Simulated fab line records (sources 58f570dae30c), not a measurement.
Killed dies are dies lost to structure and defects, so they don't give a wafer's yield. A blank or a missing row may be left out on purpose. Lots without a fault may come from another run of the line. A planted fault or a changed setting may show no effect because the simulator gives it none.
Lot-split experiment / flow berkeley_cmos170 / 5 lots, 23 wafers read, on a route of 331 steps

ABOUT THE SPLIT
At UCB170_PSD_IMPLANT_08, the setting energy_kev was moved away from the recipe's 20 on 11 of the 23 wafers read, by -3.8% to +5.2%. This setting was run at the recipe's value on the other wafers.

The reading is taken at the split's own step.

THE READING
The simulator's own value implant.drp_nm, read by no gauge, in nm at UCB170_PSD_IMPLANT_08. No usual value for it is given in the file.

wafer=L075.1; tool, chamber at the split=implanter-02, 0; energy_kev as run=19.7; against the recipe=-1.5%; implant.drp_nm, nm=28.04; against lot-mates on the recipe=-0.30
wafer=L075.3; tool, chamber at the split=implanter-02, 0; energy_kev as run=19.7; against the recipe=-1.5%; implant.drp_nm, nm=28.04; against lot-mates on the recipe=-0.30
wafer=L075.6; tool, chamber at the split=implanter-02, 0; energy_kev as run=19.7; against the recipe=-1.5%; implant.drp_nm, nm=28.04; against lot-mates on the recipe=-0.30
wafer=L075.2; tool, chamber at the split=implanter-02, 0; energy_kev as run=20; against the recipe=recipe; implant.drp_nm, nm=28.34; against lot-mates on the recipe=-
wafer=L075.4; tool, chamber at the split=implanter-02, 0; energy_kev as run=20; against the recipe=recipe; implant.drp_nm, nm=28.34; against lot-mates on the recipe=-
wafer=L076.2; tool, chamber at the split=implanter-03, 0; energy_kev as run=20; against the recipe=recipe; implant.drp_nm, nm=28.34; against lot-mates on the recipe=-
wafer=L076.3; tool, chamber at the split=implanter-03, 0; energy_kev as run=20; against the recipe=recipe; implant.drp_nm, nm=28.34; against lot-mates on the recipe=-
wafer=L076.5; tool, chamber at the split=implanter-03, 0; energy_kev as run=20; against the recipe=recipe; implant.drp_nm, nm=28.34; against lot-mates on the recipe=-
wafer=L081.1; tool, chamber at the split=implanter-02, 0; energy_kev as run=20; against the recipe=recipe; implant.drp_nm, nm=28.34; against lot-mates on the recipe=-
wafer=L081.2; tool, chamber at the split=implanter-02, 0; energy_kev as run=20; against the recipe=recipe; implant.drp_nm, nm=28.34; against lot-mates on the recipe=-
wafer=L081.3; tool, chamber at the split=implanter-02, 0; energy_kev as run=19.51; against the recipe=-2.4%; implant.drp_nm, nm=27.85; against lot-mates on the recipe=-0.49
wafer=L081.5; tool, chamber at the split=implanter-02, 0; energy_kev as run=19.51; against the recipe=-2.4%; implant.drp_nm, nm=27.85; against lot-mates on the recipe=-0.49
wafer=L081.6; tool, chamber at the split=implanter-02, 0; energy_kev as run=19.51; against the recipe=-2.4%; implant.drp_nm, nm=27.85; against lot-mates on the recipe=-0.49
wafer=L082.1; tool, chamber at the split=implanter-03, 0; energy_kev as run=19.24; against the recipe=-3.8%; implant.drp_nm, nm=27.58; against lot-mates on the recipe=-0.76
wafer=L082.4; tool, chamber at the split=implanter-03, 0; energy_kev as run=19.24; against the recipe=-3.8%; implant.drp_nm, nm=27.58; against lot-mates on the recipe=-0.76
wafer=L082.2; tool, chamber at the split=implanter-03, 0; energy_kev as run=20; against the recipe=recipe; implant.drp_nm, nm=28.34; against lot-mates on the recipe=-
wafer=L082.5; tool, chamber at the split=implanter-03, 0; energy_kev as run=20; against the recipe=recipe; implant.drp_nm, nm=28.34; against lot-mates on the recipe=-
wafer=L082.6; tool, chamber at the split=implanter-03, 0; energy_kev as run=20; against the recipe=recipe; implant.drp_nm, nm=28.34; against lot-mates on the recipe=-
wafer=L085.1; tool, chamber at the split=implanter-02, 0; energy_kev as run=21.05; against the recipe=+5.2%; implant.drp_nm, nm=29.52; against lot-mates on the recipe=+1.18
wafer=L085.2; tool, chamber at the split=implanter-02, 0; energy_kev as run=21.05; against the recipe=+5.2%; implant.drp_nm, nm=29.52; against lot-mates on the recipe=+1.18
wafer=L085.4; tool, chamber at the split=implanter-02, 0; energy_kev as run=21.05; against the recipe=+5.2%; implant.drp_nm, nm=29.52; against lot-mates on the recipe=+1.18
wafer=L085.3; tool, chamber at the split=implanter-02, 0; energy_kev as run=20; against the recipe=recipe; implant.drp_nm, nm=28.34; against lot-mates on the recipe=-
wafer=L085.6; tool, chamber at the split=implanter-02, 0; energy_kev as run=20; against the recipe=recipe; implant.drp_nm, nm=28.34; against lot-mates on the recipe=-

FIT RESULTS
A straight line over all 23 wafers: implant.drp_nm changes by +0.216 nm for each +1% of energy_kev; r = +1.00; the points scatter about the line by 0.023 nm.
The same after taking each lot's own level away (the mean of its wafers on the recipe; 23 wafers): +0.216 nm for each +1%; r = +1.00; scatter 0.023 nm.
That fit puts the effect of the largest move of energy_kev on the reading at 1.1 nm.
The lots' own levels span 28.340 to 28.340 nm.
The two slopes agree, so the slope changes little with the lot-to-lot level.
Check: +1.14 nm against its lot-mates is what the line predicts for one of the wafers moved furthest among these (+5.2%) when that wafer is left out of the fit. It came out at +1.18 nm against them.

THE OTHER SPLITS THESE WAFERS WENT THROUGH
Other splits were also applied to these wafers ahead of the reading. Each is held against what the fit with the lots' levels taken away leaves over:
other split on the same wafers=UCB170_NLDD_IMPLANT_08 dose_cm2; wafers away from the commonest value=7; r with implant.drp_nm (lot level and that fit taken away)=-0.11

THE WHOLE CHAIN: every reading that the file lists as answering this split, in the file's order
step=UCB170_PSD_IMPLANT_08; what it does=; reading=implant.rp_nm (the simulator's own value, which no gauge read); change (the file's fit)=+0.65 nm for each +1% of the setting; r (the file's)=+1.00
step=UCB170_PSD_IMPLANT_08; what it does=; reading=implant.drp_nm (the simulator's own value, which no gauge read); change (the file's fit)=+0.214 nm for each +1% of the setting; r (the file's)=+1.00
step=UCB170_PSD_STRIP_09; what it does=strips in O2; reading=strip_time_to_endpoint_s; change (the file's fit)=withheld for each +1% of the setting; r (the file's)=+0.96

FILE'S OWN FIT
implant.drp_nm changes by +0.214 nm for each +1% of energy_kev, r = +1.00.
